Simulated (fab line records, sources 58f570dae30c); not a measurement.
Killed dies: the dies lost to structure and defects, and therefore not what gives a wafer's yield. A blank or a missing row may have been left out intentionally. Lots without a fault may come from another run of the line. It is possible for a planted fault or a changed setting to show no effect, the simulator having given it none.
Which of the tools did it? ; flow berkeley cmos170 ; 7 lots, 21 wafers sampled, at 1 step of a route of 331

## WHAT EACH GAUGE READ, for each wafer
UCB170_NWELL_OVL_MEAS_12.
lot;measured;on;NWELL_OVL (nm)
L978;day 3 06:14;overlay-01;-1 1 -5
L980;day 3 21:03;overlay-02;0 0 6
L981;day 4 02:17;overlay-02;-6 -9 -3
L985;day 4 16:59;overlay-01;2 5 9
L992;day 6 04:07;overlay-02;6 13 -2
L993;day 6 10:59;overlay-01;9 11 2
L995;day 6 21:50;overlay-01;11 5 10

## EACH LOT AND THE TOOL THAT RAN IT (in order: tool; ch and the chambers of the sampled wafers; start)
The record holds no process step before these readings.

## THE ANSWER, worked out from the rows above alone
Rule: the usual values come from the lots themselves. Put in order of their means at a reading, lots are off if they are a third of the lots or fewer, leave a main group of 4 or more, and stand apart from it by a gap of 3 or more times the standard deviation of the main group's means; of several such gaps the widest counts. Not used: any main group whose means are identical at the precision the tables above print for the reading. Also off: a lot with no number at a reading for which 4 or more lots have one. Where the step has rows for the other lots, those lots are counted as sound.
No lot is off at any reading shown: from this, nothing can be told.

## WHAT THE SIMULATOR HAD PUT IN
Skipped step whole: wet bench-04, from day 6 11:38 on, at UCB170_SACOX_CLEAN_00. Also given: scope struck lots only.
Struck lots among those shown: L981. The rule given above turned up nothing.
